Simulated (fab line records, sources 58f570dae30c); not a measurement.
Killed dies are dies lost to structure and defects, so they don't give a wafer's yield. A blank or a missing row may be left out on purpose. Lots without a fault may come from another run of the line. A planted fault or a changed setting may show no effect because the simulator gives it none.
Which tool did it? | flow berkeley_cmos170 | 14 lots, 42 wafers sampled, at 2 steps of a route of 331

WHAT THE GAUGES READ, wafer by wafer
UCB170_PWELL_THK_MEAS_06. Usual: PWELL_NITRIDE_THK 220.7 nm, standard deviation 1.6.
lot  | measured    | on            | PWELL_NITRIDE_THK (nm) | flag
L674 | day 3 11:25 | film_metro-03 | 221.4 221.7 220.0      |
L675 | day 3 22:21 | film_metro-04 | 222.2 221.4 220.3      |
L676 | day 3 22:22 | film_metro-03 | 222.8 220.6 221.5      |
L677 | day 4 06:45 | film_metro-02 | 220.1 217.4 217.2      |
L678 | day 4 06:46 | film_metro-04 | 219.4 220.4 221.3      |
L680 | day 4 18:52 | film_metro-04 | 220.1 220.4 220.9      |
L682 | day 5 06:26 | film_metro-02 | 217.5 218.1 217.8      |
L683 | day 5 06:28 | film_metro-04 | 221.0 219.9 220.2      |
L686 | day 5 23:47 | film_metro-04 | 413.2 412.2 413.4      | OFF
L687 | day 5 23:47 | film_metro-02 | 415.1 416.1 414.3      | OFF
L694 | day 7 18:27 | film_metro-02 | 221.9 220.0 219.3      |
L695 | day 7 23:13 | film_metro-02 | 219.0 219.4 220.1      |
L696 | day 7 23:12 | film_metro-03 | 224.3 223.3 223.2      |
L697 | day 8 13:34 | film_metro-03 | 218.0 219.5 219.6      |

WHICH TOOL RAN EACH LOT (tool, then ch and the chambers of the sampled wafers, then the start)
lot  | UCB170_PWELL_CVD_05
L674 | lpcvd-02 ch 1, day 3 09:31
L675 | lpcvd-02 ch 0, day 3 20:26
L676 | lpcvd-02 ch 1, day 3 20:26
L677 | lpcvd-01 ch 0, day 4 04:50
L678 | lpcvd-01 ch 1, day 4 04:50
L680 | lpcvd-02 ch 0, day 4 16:57
L682 | lpcvd-01 ch 0, day 5 04:32
L683 | lpcvd-01 ch 0, day 5 04:32
L686 | lpcvd-01 ch 0, day 5 21:52
L687 | lpcvd-01 ch 1, day 5 21:52
L694 | lpcvd-02 ch 0, day 7 16:32
L695 | lpcvd-02 ch 1, day 7 21:17
L696 | lpcvd-02 ch 0, day 7 21:17
L697 | lpcvd-02 ch 1, day 8 10:41
- UCB170_PWELL_CVD_05: deposits Si3N4 from SiH2Cl2/NH3, target thk 220 nm, time 3300 s.

WHAT THE TOOLS THEMSELVES READ (means of the sampled wafers that have a number; where no wafer has one, the mark that the record gives instead)
UCB170_PWELL_CVD_05. Usual: sih2cl2_flow_sccm 25.01 sccm, standard deviation 0.065; spike_tc_source_C 824 C, standard deviation 3.
lot  | tool     | sih2cl2_flow_sccm (sccm) | spike_tc_source_C (C) | flag
L674 | lpcvd-02 | 25.03                    | 823                   |
L675 | lpcvd-02 | 25.11                    | 829                   |
L676 | lpcvd-02 | 25.05                    | 823                   |
L677 | lpcvd-01 | 24.97                    | 821                   |
L678 | lpcvd-01 | 24.98                    | 822                   |
L680 | lpcvd-02 | 25.02                    | 830                   |
L682 | lpcvd-01 | 24.97                    | 820                   |
L683 | lpcvd-01 | 25.09                    | 821                   |
L686 | lpcvd-01 | 24.97                    | 822                   |
L687 | lpcvd-01 | 25.05                    | 821                   |
L694 | lpcvd-02 | 24.97                    | 828                   |
L695 | lpcvd-02 | 24.88                    | 823                   |
L696 | lpcvd-02 | 24.99                    | 828                   |
L697 | lpcvd-02 | 24.99                    | 823                   |

THE ANSWER, worked out from the rows above alone
Rule: a lot is off if the mean of its wafers that have a number lies more than 3 standard deviations from the usual mean. A lot without any number at a reading at which 4 lots or more have one is off too. The other lots that the step has rows for count as sound. The gauges are gone through in route order, then the tools' own readings, and for those a lot's mean is taken as printed above. The first step at which some lot is off is used, and at that step the reading that is off furthest; a lot without a number counts as furthest.
Off: L686, L687, at UCB170_PWELL_THK_MEAS_06 (PWELL_NITRIDE_THK).
A tool fits if, at a process step before that reading, it ran every lot that is off, and no sound lot after the first of them. The gauges at UCB170_PWELL_THK_MEAS_06 are tried like those tools. One fits: lpcvd-01 at UCB170_PWELL_CVD_05. Its last sound lot is L682 (day 5 04:32), its first lot that is off L686 (day 5 21:52): a fault that began between those two fits.

WHAT THE SIMULATOR HAD PUT IN
Process parameter drift: lpcvd-01, from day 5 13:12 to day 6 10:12, at UCB170_PWELL_CVD_05. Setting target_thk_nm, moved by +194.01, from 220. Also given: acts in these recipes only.
Lots struck among those shown: L686, L687. The rule above found the same.
